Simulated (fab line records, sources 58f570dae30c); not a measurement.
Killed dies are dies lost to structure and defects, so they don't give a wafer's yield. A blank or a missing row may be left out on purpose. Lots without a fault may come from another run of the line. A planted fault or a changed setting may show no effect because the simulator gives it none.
Split-lot experiment | flow berkeley_cmos170 | 5 lots, 23 wafers read, on a route of 331 steps

THE SPLIT
At UCB170_NLDD_IMPLANT_09, the setting dose_cm2 was moved away from the recipe's 5e+13 on 10 of the 23 wafers read, by -3.6% to +6.1%. The other wafers ran this setting at the recipe's value.

FROM THE SPLIT TO THE READING: what the file shows between them, 6 steps
- UCB170_NLDD_STRIP_10: strips in O2
- UCB170_NSD_COAT_01: resist thk 900 nm (also split here: resist_thk_nm)
- UCB170_NSD_STRIP_09: strips in O2 (also split here: power_w)
- UCB170_SDANNEAL_RTA_01: time 5 s (also split here: time_s)
- UCB170_SDANNEAL_RS_MEAS_02: measures by four-point-probe
- UCB170_SDANNEAL_RS_MEAS_03: measures by four-point-probe

THE READING
NLDD_RS, in ohm/sq, at UCB170_SDANNEAL_RS_MEAS_05 (measures by four-point-probe). Fault-free wafers of this fab line usually give 616.2 ohm/sq, standard deviation 1.4 ohm/sq.

wafer  | tool, chamber at the split | dose_cm2 as run | against the recipe | NLDD_RS, ohm/sq | against lot-mates on the recipe
L074.1 | implanter-02, 0            | 5e+13           | recipe             | 615.6           | -
L074.2 | implanter-02, 0            | 5e+13           | recipe             | 615.4           | -
L074.3 | implanter-02, 0            | 5.287e+13       | +5.7%              | 605.1           | -10.3
L074.5 | implanter-02, 0            | 5.287e+13       | +5.7%              | 604.0           | -11.4
L074.6 | implanter-02, 0            | 5e+13           | recipe             | 615.1           | -
L081.1 | implanter-03, 0            | 5e+13           | recipe             | 615.1           | -
L081.2 | implanter-03, 0            | 5e+13           | recipe             | 614.2           | -
L081.4 | implanter-03, 0            | 4.822e+13       | -3.6%              | 623.5           | +8.7
L081.5 | implanter-03, 0            | 5e+13           | recipe             | 615.2           | -
L081.6 | implanter-03, 0            | 4.822e+13       | -3.6%              | 623.3           | +8.5
L080.2 | implanter-03, 0            | 5e+13           | recipe             | 614.5           | -
L080.3 | implanter-03, 0            | 5e+13           | recipe             | 616.6           | -
L080.4 | implanter-03, 0            | 5e+13           | recipe             | 616.3           | -
L083.2 | implanter-01, 0            | 5e+13           | recipe             | 616.8           | -
L083.3 | implanter-01, 0            | 5.155e+13       | +3.1%              | 611.7           | -5.6
L083.4 | implanter-01, 0            | 5.155e+13       | +3.1%              | 610.9           | -6.4
L083.5 | implanter-01, 0            | 5e+13           | recipe             | 617.8           | -
L083.6 | implanter-01, 0            | 5.155e+13       | +3.1%              | 609.6           | -7.7
L085.2 | implanter-02, 0            | 5.303e+13       | +6.1%              | 603.6           | -12.0
L085.3 | implanter-02, 0            | 5e+13           | recipe             | 615.2           | -
L085.4 | implanter-02, 0            | 5.303e+13       | +6.1%              | 603.5           | -12.1
L085.5 | implanter-02, 0            | 5e+13           | recipe             | 616.0           | -
L085.6 | implanter-02, 0            | 5.303e+13       | +6.1%              | 604.3           | -11.3

THE FIT
A straight line over all 23 wafers: NLDD_RS changes by -1.96 ohm/sq for each +1% of dose_cm2; r = -0.99; the points scatter about the line by 0.95 ohm/sq.
The same after taking each lot's own level away (the mean of its wafers on the recipe; 23 wafers): -2.03 ohm/sq for each +1%; r = -0.99; scatter 0.76 ohm/sq.
On that fit, the largest move of dose_cm2 shifts the reading by 12 ohm/sq.
The lots' own levels span 614.83 to 617.30 ohm/sq, that is 1.8 times the standard deviation above.
So the lot-to-lot level changes the slope little: the two slopes agree.
Check: with one of the wafers moved furthest among these (+6.1%) left out of the fit, the line predicts -12.1 ohm/sq for it against its lot-mates. It came out at -12 ohm/sq against them.

OTHER SPLITS ON THESE WAFERS
These wafers also went through other splits before the reading. Each is held against what the fit with the lots' levels taken away leaves over:
other split on the same wafers      | wafers away from the commonest value | r with NLDD_RS (lot level and that fit taken away)
UCB170_PWELL_OXIDATION_02 ox_time_s | 15                                   | -0.25
UCB170_PWELL_IMPLANT_15 energy_kev  | 5                                    | +0.24
UCB170_ACTIVE_EXPOSE_10 dose_mj     | 8                                    | +0.29
UCB170_PFIELD_COAT_01 resist_thk_nm | 10                                   | -0.16
UCB170_PVT_IMPLANT_07 energy_kev    | 8                                    | -0.22
UCB170_NLDD_COAT_01 resist_thk_nm   | 6                                    | +0.19
UCB170_NSD_COAT_01 resist_thk_nm    | 8                                    | -0.10
UCB170_NSD_STRIP_09 power_w         | 7                                    | -0.26
UCB170_SDANNEAL_RTA_01 time_s       | 10                                   | -0.02

THE FILE'S OWN FIT
NLDD_RS changes by -2.01 ohm/sq for each +1% of dose_cm2, r = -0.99.
